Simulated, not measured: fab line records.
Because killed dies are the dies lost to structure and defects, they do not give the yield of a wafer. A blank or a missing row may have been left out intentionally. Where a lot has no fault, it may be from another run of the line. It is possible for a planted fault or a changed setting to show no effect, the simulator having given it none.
Which of the tools did it?    flow berkeleyCmos170    Sampling: 13 lots, 39 wafers, 4 of 331 route steps

== WHAT THE GAUGES READ, wafer by wafer ==
UCB170_PVT_TW_MEAS_09. Usual: PVT_TW gives 503 (standard deviation 3.6).
lot   measured     on            PVT_TW       flag
L583  day 5 15:36  filmMetro-01  498 500 501  
L584  day 5 16:10  filmMetro-01  499 498 498  
L585  day 6 06:56  filmMetro-03  508 506 507  
L586  day 6 06:58  filmMetro-02  504 501 500  
L588  day 7 00:15  filmMetro-02  500 500 501  
L594  day 7 19:53  filmMetro-01  500 498 498  
L598  day 8 09:47  filmMetro-03  505 505 507  
L599  day 8 12:32  filmMetro-03  505 506 507  
L600  day 9 04:21  filmMetro-03  508 506 505  
L601  day 9 04:27  filmMetro-02  498 499 501  
L603  day 9 23:09  filmMetro-01  499 497 498  
L605  day 9 23:22  filmMetro-02  500 501 502  
L604  day 9 23:39  filmMetro-02  502 498 503  

UCB170_NLDD_OVL_MEAS_07. Usual: NLDD_OVL gives 3 nm (standard deviation 4.8).
lot   measured      on          NLDD_OVL (nm)  flag
L583  day 6 09:19   overlay-02  4 0 4          
L584  day 6 10:20   overlay-01  -2 -5 -5       
L585  day 6 23:24   overlay-02  -1 -1 12       
L586  day 6 23:44   overlay-02  0 3 -2         
L588  day 7 14:50   overlay-01  5 -1 1         
L594  day 8 12:37   overlay-01  6 5 5          
L598  day 9 07:55   overlay-01  5 8 10         
L599  day 9 07:38   overlay-02  -5 -3 -4       
L600  day 9 20:22   overlay-02  -1 9 7         
L601  day 9 20:05   overlay-01  6 1 10         
L603  day 10 18:41  overlay-02  0 1 6          
L605  day 10 18:08  overlay-02  13 12 9        
L604  day 10 18:49  overlay-01  -1 7 5         

== EACH LOT AND THE TOOL THAT RAN IT (in order: tool; ch and the chambers of the sampled wafers; start) ==
lot   UCB170_PVT_STRIP_08                 UCB170_GATE_ETCH_15
L583  plasmaAsher-02 ch 0, day 5 15:29    rieSi-01 ch 0,1,3, day 6 05:50
L584  plasmaAsher-01 ch 0,1, day 5 16:04  rieSi-01 ch 1,2,3, day 6 06:17
L585  plasmaAsher-03 ch 0,1, day 6 06:50  rieSi-01 ch 0,2,3, day 6 19:53
L586  plasmaAsher-02 ch 0,1, day 6 06:51  rieSi-02 ch 1,3, day 6 20:05
L588  plasmaAsher-02 ch 0,1, day 7 00:08  rieSi-02 ch 0,1,2, day 7 10:38
L594  plasmaAsher-03 ch 0,1, day 7 19:47  rieSi-02 ch 0,1,2, day 8 07:40
L598  plasmaAsher-03 ch 0,1, day 8 09:40  rieSi-02 ch 0,2,3, day 8 23:04
L599  plasmaAsher-01 ch 0,1, day 8 12:26  rieSi-02 ch 1,2, day 9 00:54
L600  plasmaAsher-01 ch 0,1, day 9 04:15  rieSi-01 ch 0,1,2, day 9 16:19
L601  plasmaAsher-02 ch 0,1, day 9 04:21  rieSi-02 ch 1,2,3, day 9 16:01
L603  plasmaAsher-01 ch 0,1, day 9 23:03  rieSi-02 ch 0,1, day 10 13:19
L605  plasmaAsher-03 ch 0,1, day 9 23:16  rieSi-01 ch 0,2, day 10 13:11
L604  plasmaAsher-02 ch 0,1, day 9 23:32  rieSi-01 ch 1,3, day 10 13:28
- UCB170_PVT_STRIP_08: strips in O2.
- UCB170_GATE_ETCH_15: etches poly-Si in HBr/Cl2, stops on SiO2, time 56.3 s, target depth 278.2 nm.

== WHAT THE TOOLS THEMSELVES READ (means of the sampled wafers that have a number; where no wafer has one, the mark that the record gives instead) ==
UCB170_PVT_STRIP_08. Usual: drypumpMotorCurrentA 5.6 A, standard deviation 0.33; oesProductAu 0.734 a.u., standard deviation 0.0042; stripTimeToEndpointS 21.65 s, standard deviation 0.061.
lot   tool            drypumpMotorCurrentA (A)  oesProductAu (a.u.)  stripTimeToEndpointS (s)  flag
L583  plasmaAsher-02  5.8                       0.735                21.50                     
L584  plasmaAsher-01  5.8                       0.737                21.67                     
L585  plasmaAsher-03  5.6                       0.732                21.63                     
L586  plasmaAsher-02  5.6                       0.736                21.59                     
L588  plasmaAsher-02  5.6                       0.734                21.60                     
L594  plasmaAsher-03  5.4                       0.733                21.67                     
L598  plasmaAsher-03  5.4                       0.734                21.67                     
L599  plasmaAsher-01  5.9                       0.733                21.68                     
L600  plasmaAsher-01  5.8                       0.733                21.73                     
L601  plasmaAsher-02  5.3                       0.735                21.79                     
L603  plasmaAsher-01  5.8                       0.732                21.72                     
L605  plasmaAsher-03  5.5                       0.733                21.59                     
L604  plasmaAsher-02  5.3                       0.738                21.62                     

UCB170_GATE_ETCH_15. Usual: drypumpMotorCurrentA 5.86 A, standard deviation 0.26; heBacksideLeakSccm 2.8 sccm, standard deviation 0.4; oesProductAu 0.830 a.u., standard deviation 0.012; runLengthS 84.5 s, standard deviation 0.45; throttleValvePct 26.60 %, standard deviation 0.19.
lot   tool      drypumpMotorCurrentA (A)  heBacksideLeakSccm (sccm)  oesProductAu (a.u.)  runLengthS (s)  throttleValvePct (%)  flag
L583  rieSi-01  5.97                      2.5                        0.826                84.5            26.57                 
L584  rieSi-01  6.05                      2.6                        0.830                85.0            26.74                 
L585  rieSi-01  5.88                      2.6                        0.783                89.9            26.59                 OFF
L586  rieSi-02  5.96                      3.0                        0.828                84.7            26.45                 
L588  rieSi-02  5.68                      2.9                        0.829                84.0            26.57                 
L594  rieSi-02  5.66                      2.9                        0.833                84.0            26.57                 
L598  rieSi-02  5.76                      2.9                        0.824                84.4            26.54                 
L599  rieSi-02  5.58                      2.8                        0.830                84.2            26.65                 
L600  rieSi-01  5.83                      2.6                        0.828                84.3            26.72                 
L601  rieSi-02  5.78                      2.9                        0.844                84.6            26.55                 
L603  rieSi-02  5.75                      2.9                        0.842                84.3            26.50                 
L605  rieSi-01  5.67                      2.5                        0.824                84.5            26.58                 
L604  rieSi-01  6.23                      2.5                        0.841                85.0            26.59                 

== THE ANSWER, worked out from the rows above alone ==
Rule: take the mean of a lot's wafers that have a number; if it is more than 3 standard deviations from the usual mean, the lot is off. A lot without any number at a reading at which 4 lots or more have one is off too. All remaining lots with rows at the step are treated as sound. The gauges are gone through in route order, then the tools' own readings, and for those a lot's mean is taken as printed above. The first step at which some lot is off is used, and at that step the reading that is off furthest; a lot without a number counts as furthest.
Off: L585 (UCB170_GATE_ETCH_15, runLengthS).
A tool fits if, at that step or a process step before it, it ran every lot that is off, and no sound lot after the first of them. None of those tried fits.

== WHAT THE SIMULATOR HAD INSERTED ==
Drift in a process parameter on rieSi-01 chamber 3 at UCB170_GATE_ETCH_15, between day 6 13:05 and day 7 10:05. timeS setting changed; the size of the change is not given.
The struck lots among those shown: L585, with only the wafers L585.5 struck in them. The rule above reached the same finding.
